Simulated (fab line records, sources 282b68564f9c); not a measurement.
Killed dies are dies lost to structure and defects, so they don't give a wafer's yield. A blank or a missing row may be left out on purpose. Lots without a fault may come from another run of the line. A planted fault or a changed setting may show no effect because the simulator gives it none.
fab line records | flow rit_cmos
record lots=6 wafers=18 last_day=7
route steps=202 shown SILICIDE@167 CONTACT@168 M1@202
lots that met no fault: from a run of the same line without faults
start_h: hours from the record's first day to the start of the lot's first wafer shown | wait_h: hours since the lot's step before | " the same as in the row above | L1.1+2: a row that stands for several wafers | - no value, or no start given | * or withheld: withheld | < > ~ a bound
route shown NAME@n: a module of which the file shows steps, and the number in the route of the first | usual: mean/standard deviation of fault-free wafers | same: alike in all rows | chamber/n: place in a boat | sites: the reading at each site | _std_site: their standard deviation | _edge_site: outer sites' mean less inner sites' | radius_mm: how far each site lies from the wafer's centre | mask NAME#n: copy n | behind: the tool/chamber that last shaped the wafer | hold: why the lot was held/for how many hours/how that ended | device: the transistor (n, p or np) that didn't switch | end of line: the same wafers' tests at the end of the route | a step without rows: its recipe alone | killed: dies lost to structure and defects at the first sort, not the wafer's yield | map: a wafer's dies, x killed, . not, _ none there
set.NAME: the setting as run; set.NAME@STEP: as run at that earlier step | model.NAME: the simulator's own value behind a step, which no gauge read
lots at some steps of the route; a table a step, a row a wafer
services: from which hour (start_h, from the record's first day; less than 0 if before it) a tool's chamber was out of use, for how many hours, and why
## steps
# step RIT_SILICIDE_RTA_06
# recipe temp_c=750 time_s=10 idle_temp_c=25 ramp_up_s=5 ramp_down_s=10 cool_to_c=25 ambient=N2
# usual wafer_temp_C_max=753.8/1.8
# columns lot.wafer tool chamber start_h wait_h wafer_temp_C_max
L765.1 rtp_anneal-02 0 77.46 0.0 751.7
L765.3 " 0 " " 751.1
L765.6 " 0 " " 751.8
L766.1 rtp_anneal-01 0 82.61 0.0 757.2
L766.2 " 0 " " 755.7
L766.6 " 0 " " 754.1
L768.2 rtp_anneal-01 0 97.00 0.0 756.3
L768.4 " 0 " " 755.2
L768.5 " 0 " " 756.2
L769.2 rtp_anneal-01 0 104.99 0.0 755.6
L769.3 " 0 " " 755.4
L769.5 " 0 " " 755.9
L778.2 rtp_anneal-02 0 141.78 0.0 752.7
L778.4 " 0 " " 752.2
L778.6 " 0 " " 752.0
L782.1 rtp_anneal-02 0 161.87 0.0 751.7
L782.4 " 0 " " 751.9
L782.6 " 0 " " 753.1
# step RIT_CONTACT_CVD_00
# recipe material=SiO2 target_thk_nm=400 precursor=TEOS temp_c=390 time_s=61 rf_w=389.5
# usual heater_power_w=313/47
# columns lot.wafer tool chamber start_h wait_h heater_power_w
L765.1 pecvd-04 0 77.53 0.1 306
L765.3 " 2 " " 360
L765.6 " 1 " " 383
L766.1 pecvd-02 0 82.67 0.1 327
L766.2 " 2 " " 270
L766.6 " 1 " " 305
L768.2 pecvd-04 1 97.06 0.0 392
L768.4 " 0 " " 286
L768.5 " 2 " " 291
L769.2 pecvd-02 2 105.04 0.0 239
L769.3 " 1 " " 238
L769.5 " 1 " " 252
L778.2 pecvd-02 2 141.84 0.0 300
L778.4 " 1 " " 310
L778.6 " 0 " " 239
L782.1 pecvd-03 2 161.94 0.1 328
L782.4 " 1 " " 393
L782.6 " 0 " " 274
# step RIT_CONTACT_THK_MEAS_01
# recipe reads=SiO2_of_CONTACT_CVD_00
# usual CONTACT_TEOS_THK=398/4.6
# columns lot.wafer tool chamber start_h wait_h CONTACT_TEOS_THK[nm]
L765.1 film_metro-02 - 77.58 0.0 400
L765.3 " - " " 394
L765.6 " - " " 399
L766.1 film_metro-01 - 82.72 0.0 400
L766.2 " - " " 394
L766.6 " - " " 399
L768.2 film_metro-03 - 97.12 0.0 397
L768.4 " - " " 402
L768.5 " - " " 403
L769.2 film_metro-03 - 105.10 0.0 393
L769.3 " - " " 397
L769.5 " - " " 404
L778.2 film_metro-02 - 141.90 0.0 397
L778.4 " - " " 405
L778.6 " - " " 404
L782.1 film_metro-02 - 161.99 0.0 396
L782.4 " - " " 399
L782.6 " - " " 399
# step RIT_CONTACT_HMDS_02
# recipe prime_time_s=60 prime_temp_c=140
# step RIT_CONTACT_COAT_03
# recipe resist=NOVOLAK spin_rpm=3250 resist_thk_nm=1000
# step RIT_CONTACT_SOFTBAKE_04
# recipe resist=NOVOLAK temp_c=90 time_s=60
# step RIT_CONTACT_EXPOSE_05
# recipe mask_id=M11 na=0.6 source_shape=conventional sigma_outer=0.5 target_cd_nm=1000 dose_mj=250
# step RIT_CONTACT_PEB_06
# recipe resist=NOVOLAK temp_c=withheld time_s=withheld
# step RIT_CONTACT_DEVELOP_07
# recipe resist=NOVOLAK develop_time_s=120 dev_temp_c=23
# step RIT_CONTACT_CD_MEAS_08
# recipe target_cd_nm=1000
# usual cd_nm=999.7/2.1
# columns lot.wafer tool chamber start_h wait_h cd_nm
L765.1 cd_sem-02 - 78.60 - 997.7
L765.3 " - " " 997.9
L765.6 " - " " 998.8
L766.1 cd_sem-02 - 83.75 - 998.3
L766.2 " - " " 998.1
L766.6 " - " " 996.4
L768.2 cd_sem-01 - 98.28 - 995.9
L768.4 " - " " 996.9
L768.5 " - " " 997.8
L769.2 cd_sem-02 - 106.26 - 1000.9
L769.3 " - " " 999.8
L769.5 " - " " 1002.5
L778.2 cd_sem-01 - 143.06 - 999.3
L778.4 " - " " 1000.0
L778.6 " - " " 1001.6
L782.1 cd_sem-01 - 163.14 - 994.4
L782.4 " - " " 994.7
L782.6 " - " " 995.1
# step RIT_CONTACT_OVL_MEAS_09
# usual CONTACT_OVL=-0.7/1.3
# columns lot.wafer tool chamber start_h wait_h CONTACT_OVL[nm]
L765.1 overlay-01 - 78.72 0.1 -0.8
L765.3 " - " " -1.6
L765.6 " - " " -2.6
L766.1 overlay-02 - 83.87 0.1 0.5
L766.2 " - " " -0.6
L766.6 " - " " -0.8
L768.2 overlay-01 - 98.39 0.1 -0.5
L768.4 " - " " -0.3
L768.5 " - " " 0.4
L769.2 overlay-02 - 106.37 0.1 0.4
L769.3 " - " " 1.9
L769.5 " - " " 0.2
L778.2 overlay-01 - 143.16 0.1 -0.2
L778.4 " - " " -0.8
L778.6 " - " " 1.3
L782.1 overlay-01 - 163.26 0.1 -1.3
L782.4 " - " " -1.2
L782.6 " - " " 0.5
# step RIT_CONTACT_HARDBAKE_10
# recipe resist=NOVOLAK temp_c=140 time_s=60
# step RIT_CONTACT_ETCH_11
# recipe target_depth_a=4800 over_etch_frac=0.2 stop_on=TiSi2 chemistry=CHF3/CF4/Ar target=SiO2 CHF3_flow_sccm=50 cf4_flow_sccm=10 Ar_flow_sccm=100 O2_flow_sccm=5 pressure_mtorr=100 rf_w=200 time_s=320
# usual drypump_motor_current_A=5.8/0.37 oes_product_au=0.990/0.018 throttle_valve_pct=8.77/0.11
# columns lot.wafer tool chamber start_h wait_h drypump_motor_current_A oes_product_au rf_hours_counter_h throttle_valve_pct model.NOVOLAK_of_CONTACT_COAT_03.thk_nm
L765.1 rie_diel-04 0 78.92 0.1 5.4 0.984 96 8.84 774.1
L765.3 " 3 " " 6.3 0.971 71 8.77 767.9
L765.6 " 3 " " 6.3 0.969 - 8.77 771.3
L766.1 rie_diel-01 2 84.06 0.1 6.1 0.977 138 8.77 767.9
L766.2 " 3 " " 5.7 0.991 30 8.75 764.6
L766.6 " 1 " " 5.7 1.022 - 8.63 767.1
L768.2 rie_diel-04 0 98.57 0.1 5.5 0.984 97 8.85 720.7
L768.4 " 2 " " 5.5 0.987 148 8.71 716.4
L768.5 " 0 " " 5.4 0.991 - 8.84 719.3
L769.2 rie_diel-04 0 106.55 0.1 5.4 0.972 97 8.84 721.1
L769.3 " 2 " " 5.5 0.985 148 8.71 715.4
L769.5 " 0 " " 5.5 0.980 - 8.86 718.2
L778.2 rie_diel-01 2 143.34 0.1 6.1 0.968 139 8.77 771.1
L778.4 " 2 " " 6.2 0.975 - 8.77 772
L778.6 " 0 " " 5.5 1.015 - 8.59 768.4
L782.1 rie_diel-01 0 163.45 0.1 5.5 1.017 7 8.60 771.9
L782.4 " 2 " " 6.1 0.966 139 8.76 771.2
L782.6 " 2 " " 6.1 0.973 - 8.78 768.9
# step RIT_CONTACT_STRIP_12
# recipe chemistry=O2 time_s=180 resist=NOVOLAK platen_temp_c=withheld power_w=500 pressure_mtorr=4000 o2_flow_sccm=4000
# usual drypump_motor_current_A=5.4/0.47
# columns lot.wafer tool chamber start_h wait_h drypump_motor_current_A rf_hours_counter_h
L765.1 plasma_asher-01 0 79.12 0.1 5.4 45
L765.3 " 1 " " 4.8 -
L765.6 " 1 " " 4.8 -
L766.1 plasma_asher-04 0 84.25 0.1 6.2 44
L766.2 " 1 " " 5.0 44
L766.6 " 1 " " 5.0 -
L768.2 plasma_asher-03 0 98.76 0.1 5.7 47
L768.4 " 0 " " 5.7 -
L768.5 " 1 " " 4.9 -
L769.2 plasma_asher-04 1 106.74 0.1 5.0 47
L769.3 " 0 " " 6.1 -
L769.5 " 0 " " 6.1 -
L778.2 plasma_asher-01 1 143.54 0.1 4.8 1
L778.4 " 1 " " 4.8 -
L778.6 " 1 " " 4.8 -
L782.1 plasma_asher-01 1 163.64 0.1 4.8 3
L782.4 " 0 " " 5.3 -
L782.6 " 0 " " 5.4 -
# step RIT_M1_PROBE_99
# usual killed_at_contacts=0.1/0.27 killed_at_front_end=7/3 killed_dies=7.0/3 killed_open=3.5/2.1 killed_short=3.4/1.9
# same gross_dies=264 killed_at_M0_to_M3=0 killed_at_M4_up=0 killed_at_back_side=0 killed_at_other=0
# columns lot.wafer tool chamber start_h wait_h killed_at_contacts killed_at_front_end killed_dies killed_open killed_short model.etest.nmos_0p15.junction_log10_a_um model.etest.nmos_narrow.off_log10_a_um model.etest.gate_end_array.leak_log10_a_um model.etest.nmos_0p3.off_log10_a_um model.etest.pmos_0p15.junction_log10_a_um model.etest.contact_diode_array.leak_log10_a model.etest.pmos_0p3.off_log10_a_um model.etest.select_edge_diode_n.leak_log10_a
L765.1 prober-02 - 84.02 0.1 0 11 11 6 4 -13.58 -13.27 -12.78 -12.93 -13.65 -9.515 -12.88 -9.623
L765.3 prober-02 - 84.12 0.2 0 9 9 7 2 -13.51 -13.18 -12.89 -13.01 -13.83 -9.518 -12.93 -9.715
L765.6 prober-02 - 84.27 0.2 0 5 5 1 4 -13.54 -13.2 -12.88 -13.08 -13.79 -9.246 -12.97 -9.993
L766.1 prober-01 - 89.07 0.1 0 3 3 3 0 -13.77 -13.19 -12.79 -12.87 -13.82 -9.527 -12.99 -9.976
L766.2 prober-01 - 89.12 0.1 0 10 10 5 5 -13.61 -13.27 -12.94 -13.02 -13.77 -9.321 -12.85 -9.813
L766.6 prober-01 - 89.32 0.2 0 8 8 5 3 -13.63 -13.22 -12.7 -12.91 -13.73 -9.771 -13.01 -9.777
L768.2 prober-01 - 103.72 0.1 0 6 6 4 2 -10.98 -10.98 -10.83 -10.97 -11.97 -7.724 -11.94 -8.989
L768.4 prober-01 - 103.82 0.2 0 10 10 4 6 -10.69 -10.69 -10.56 -10.69 -11.69 -7.438 -11.68 -8.67
L768.5 prober-01 - 103.87 0.2 0 4 4 3 1 -11.13 -11.13 -10.94 -11.12 -12.12 -8.063 -12.1 -8.843
L769.2 prober-02 - 111.75 0.1 0 11 11 5 6 -10.84 -10.84 -10.6 -10.83 -11.83 -7.563 -11.78 -8.922
L769.3 prober-02 - 111.80 0.2 0 12 12 7 5 -10.38 -10.38 -10.24 -10.38 -11.38 -7.28 -11.36 -8.329
L769.5 prober-02 - 111.90 0.2 0 6 6 4 2 -10.95 -10.94 -10.76 -10.94 -11.94 -7.595 -11.88 -8.679
L778.2 prober-01 - 148.37 0.1 0 4 4 1 3 -13.53 -13.29 -12.8 -13.04 -13.71 -9.279 -12.8 -9.811
L778.4 prober-01 - 148.47 0.2 0 5 5 3 2 -13.5 -13.25 -12.81 -13.06 -13.75 -9.469 -13.02 -9.774
L778.6 prober-01 - 148.57 0.2 0 3 3 1 2 -13.65 -13.38 -13.07 -13.19 -13.85 -9.326 -12.86 -9.875
L782.1 prober-01 - 168.42 0.1 0 6 6 1 5 -13.32 -13.3 -12.88 -13.08 -13.71 -9.504 -12.79 -9.668
L782.4 prober-01 - 168.57 0.2 1 3 4 2 2 -13.67 -13.16 -13 -13.09 -13.71 -9.369 -12.82 -9.885
L782.6 prober-01 - 168.67 0.2 0 5 5 1 4 -13.21 -13.14 -12.89 -13.06 -13.8 -9.483 -12.77 -9.621
# killed by level:class
L765.1 GATE:geometric_particle:open=4 SPACER:geometric_particle:short=2 SILICIDE:geometric_particle:open=2 GATE:geometric_particle:short=1 REOX:geometric_particle:short=1 PRETRO:coat_microbubble_printed=1
L765.3 SPACER:geometric_particle:open=4 REOX:geometric_particle:open=2 FOX2:geometric_particle:short=1 SILICIDE:geometric_particle:short=1 SILICIDE:geometric_particle:open=1
L765.6 SPACER:geometric_particle:short=2 FOX2:geometric_particle:open=1 GATE:geometric_particle:short=1 REOX:geometric_particle:short=1
L766.1 GATE:geometric_particle:open=2 SILICIDE:geometric_particle:open=1
L766.2 FOX1:geometric_particle:short=2 REOX:geometric_particle:open=2 SILICIDE:geometric_particle:open=2 FOX2:geometric_particle:short=1 GATE:geometric_particle:open=1 SPACER:geometric_particle:short=1 SILICIDE:geometric_particle:short=1
L766.6 REOX:geometric_particle:open=2 FOX1:geometric_particle:open=1 FOX2:geometric_particle:short=1 GATE:geometric_particle:short=1 GATE:geometric_particle:open=1 REOX:geometric_particle:short=1 SILICIDE:geometric_particle:open=1
L768.2 GATE:geometric_particle:open=2 GATE:geometric_particle:short=1 REOX:geometric_particle:short=1 REOX:geometric_particle:open=1 SILICIDE:geometric_particle:open=1
L768.4 GATE:geometric_particle:short=5 GATE:geometric_particle:open=2 FOX1:geometric_particle:short=1 FOX1:geometric_particle:open=1 SPACER:geometric_particle:open=1
L768.5 GATE:geometric_particle:open=1 REOX:geometric_particle:short=1 REOX:geometric_particle:open=1 SPACER:geometric_particle:open=1
L769.2 GATE:geometric_particle:short=3 GATE:geometric_particle:open=2 FOX1:geometric_particle:short=1 FOX2:geometric_particle:open=1 REOX:geometric_particle:open=1 REOX:geometric_particle:short=1 SILICIDE:geometric_particle:short=1 SILICIDE:geometric_particle:open=1
L769.3 GATE:geometric_particle:open=3 FOX1:geometric_particle:short=2 GATE:geometric_particle:short=2 SILICIDE:geometric_particle:open=2 FOX1:geometric_particle:open=1 FOX2:geometric_particle:short=1 REOX:geometric_particle:open=1
L769.5 FOX1:geometric_particle:open=2 FOX2:geometric_particle:open=1 GATE:geometric_particle:open=1 REOX:geometric_particle:short=1 SILICIDE:geometric_particle:short=1
L778.2 REOX:geometric_particle:short=2 REOX:geometric_particle:open=1 SPACER:geometric_particle:short=1
L778.4 SILICIDE:geometric_particle:open=2 GATE:geometric_particle:short=1 REOX:geometric_particle:open=1 REOX:geometric_particle:short=1
L778.6 FOX1:geometric_particle:short=1 FOX2:geometric_particle:short=1 GATE:geometric_particle:open=1
L782.1 FOX1:geometric_particle:short=2 FOX2:geometric_particle:open=1 FOX2:geometric_particle:short=1 GATE:geometric_particle:short=1 SILICIDE:geometric_particle:short=1
L782.4 GATE:geometric_particle:short=1 SPACER:geometric_particle:open=1 SILICIDE:geometric_particle:open=1 CONTACT:geometric_particle:short=1
L782.6 SILICIDE:geometric_particle:short=3 GATE:geometric_particle:short=1 GATE:geometric_particle:open=1
## services
# columns tool chamber start_h hours kind
plasma_asher-03 - 63.43 0.4 repair
rie_diel-04 2 71.65 5.1 repair
rie_diel-04 3 86.38 5.6 repair
plasma_asher-01 - 108.87 9.0 pm
plasma_asher-01 0 108.87 9.0 vent_cycle
plasma_asher-01 1 108.87 9.0 vent_cycle
rie_diel-04 3 109.74 5.1 repair
plasma_asher-01 - 117.87 2.8 pm
plasma_asher-01 0 117.87 - clean
plasma_asher-01 1 117.87 - clean
plasma_asher-01 - 120.62 14.6 pm
rtp_anneal-02 - 122.76 3.2 pm
rie_diel-01 3 133.35 11.7 repair
rie_diel-04 1 133.55 - clean
rie_diel-04 1 133.55 14.6 scheduled_down
rie_diel-04 1 133.55 14.6 vent_cycle
rie_diel-04 2 151.45 - clean
rie_diel-04 2 151.45 15.7 scheduled_down
rie_diel-04 2 151.45 15.7 vent_cycle
pecvd-04 0 155.89 4.8 repair
## key
first_sign none at tools or gauges
model_effect step=RIT_CONTACT_ETCH_11 value=NOVOLAK_of_CONTACT_COAT_03.thk_nm without=771.1 struck=718.5
model_effect step=RIT_M1_PROBE_99 value=etest.nmos_0p15.junction_log10_a_um without=-13.49 struck=-10.83
met_at RIT_CONTACT_ETCH_11
struck_wafers L768.2,L768.4,L768.5,L769.2,L769.3,L769.5
tester_left_out L768,L769
onset_between 78.92 98.57
also_fits RIT_SILICIDE_RTA_06:rtp_anneal-01
fault kind=process_parameter_drift tool=rie_diel-04 chamber=- onset_h=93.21 steps=RIT_CONTACT_ETCH_11 channel=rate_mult offset=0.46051 shape=step end_h=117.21
# tester_left_out: of these lots the tester's yield and bins aren't shown, on N5 and GAA mostly nor the transistor test; their killed dies are dies lost to structure and defects alone, not to doping, threshold or leakage, so they don't give the yield
